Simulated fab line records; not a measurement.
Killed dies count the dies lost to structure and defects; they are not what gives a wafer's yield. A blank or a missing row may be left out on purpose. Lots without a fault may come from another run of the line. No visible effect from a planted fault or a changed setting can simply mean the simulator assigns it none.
The tool behind it: which one? ; flow rit cmos ; 13 lots, 39 wafers sampled, at 3 steps of a route of 202

## WHAT THE GAUGES READ, wafer by wafer
RIT_SILICIDE_RS_MEAS_02: a four-point-probe measurement.
lot;measured;on;SILICIDE_TI_RS (ohm/sq)
L105;day 3 13:16;film metro-04;49.9 46.5 49.3
L106;day 3 14:49;film metro-02;47.9 47.4 47.4
L108;day 4 05:12;film metro-03;47.9 47.9 48.3
L110;day 4 12:52;film metro-02;46.5 48.7 46.1
L111;day 4 13:01;film metro-03;48.3 48.9 48.6
L112;day 4 15:18;film metro-04;48.1 47.4 47.7
L114;day 5 07:21;film metro-03;48.1 48.1 46.0
L115;day 5 07:34;film metro-02;47.2 47.4 47.4
L116;day 5 13:49;film metro-04;47.9 48.3 48.2
L118;day 5 23:49;film metro-04;48.9 49.0 47.9
L122;day 6 18:08;film metro-03;47.8 41.7 47.9
L125;day 7 19:25;film metro-03;47.2 47.9 48.8
L128;day 8 11:28;film metro-02;46.0 46.3 47.3

RIT_SILICIDE_THK_MEAS_03: measures by xrf.
lot;measured;on;SILICIDE_TI_THK (nm)
L105;day 3 13:22;film metro-04;29.2 30.9 29.5
L106;day 3 14:56;film metro-02;30.3 30.6 30.7
L108;day 4 05:19;film metro-03;30.6 30.6 30.5
L110;day 4 12:58;film metro-02;31.0 29.9 31.3
L111;day 4 13:07;film metro-03;30.2 30.2 30.2
L112;day 4 15:25;film metro-04;30.1 30.6 30.4
L114;day 5 07:28;film metro-03;30.5 30.3 31.4
L115;day 5 07:40;film metro-02;30.7 30.6 30.7
L116;day 5 13:56;film metro-04;30.3 30.1 30.2
L118;day 5 23:56;film metro-04;29.7 29.8 30.3
L122;day 6 18:16;film metro-03;30.7 34.3 30.7
L125;day 7 19:31;film metro-03;30.8 30.6 30.2
L128;day 8 11:34;film metro-02;31.5 31.2 30.6

## WHAT TOOL EACH LOT RAN ON (gives the tool, then ch and the chambers of the sampled wafers, and finally the start)
lot;RIT_SILICIDE_SPUTTER_01
L105;pvd sputter-01, day 3 13:05
L106;pvd sputter-04, day 3 14:39
L108;pvd sputter-04, day 4 05:02
L110;pvd sputter-01, day 4 12:40
L111;pvd sputter-04, day 4 12:50
L112;pvd sputter-03, day 4 15:09
L114;pvd sputter-03, day 5 07:11
L115;pvd sputter-04, day 5 07:22
L116;pvd sputter-04, day 5 13:40
L118;pvd sputter-04, day 5 23:40
L122;pvd sputter-04, day 6 17:59
L125;pvd sputter-01, day 7 19:14
L128;pvd sputter-03, day 8 11:16
- RIT_SILICIDE_SPUTTER_01: material Ti, target thk 30 nm, time 240 s.

## WHAT THE TOOLS THEMSELVES READ (means of the sampled wafers that have a number; where no wafer has one, the mark that the record gives instead)
RIT_SILICIDE_SPUTTER_01.
lot;tool;cathode dc power W (W);throttle valve pct (%)
L105;pvd sputter-01;349.92;30.4
L106;pvd sputter-04;350.01;29.9
L108;pvd sputter-04;350.07;29.8
L110;pvd sputter-01;350.01;30.0
L111;pvd sputter-04;350.02;30.8
L112;pvd sputter-03;350.02;29.7
L114;pvd sputter-03;349.96;29.9
L115;pvd sputter-04;350.05;30.9
L116;pvd sputter-04;350.01;29.6
L118;pvd sputter-04;350.01;30.9
L122;pvd sputter-04;349.94;30.0
L125;pvd sputter-01;350.04;29.9
L128;pvd sputter-03;349.99;29.5

## THE ANSWER, worked out from the rows above alone
Rule: usual is defined by the lots themselves. The widest of any qualifying gaps counts: lots, ordered by their means at a reading, are off when they make up no more than a third of the lots, leave a main group of 4 or more, and stand apart from it by 3 or more times the standard deviation of that group's means. A main group whose means are all the same, to the digits that the tables above print for the reading, isn't used. A lot without any number at a reading at which 4 lots or more have one is off too. Any other lot the step has rows for is counted as sound. The gauges are gone through in route order, then the tools' own readings, and for those a lot's mean is taken as printed above. The first step at which some lot is off is used, and at that step the reading that is off furthest; a lot without a number counts as furthest.
No lot is off on any of the readings shown, so nothing can be concluded from this.

## WHAT THE SIMULATOR HAD PUT IN
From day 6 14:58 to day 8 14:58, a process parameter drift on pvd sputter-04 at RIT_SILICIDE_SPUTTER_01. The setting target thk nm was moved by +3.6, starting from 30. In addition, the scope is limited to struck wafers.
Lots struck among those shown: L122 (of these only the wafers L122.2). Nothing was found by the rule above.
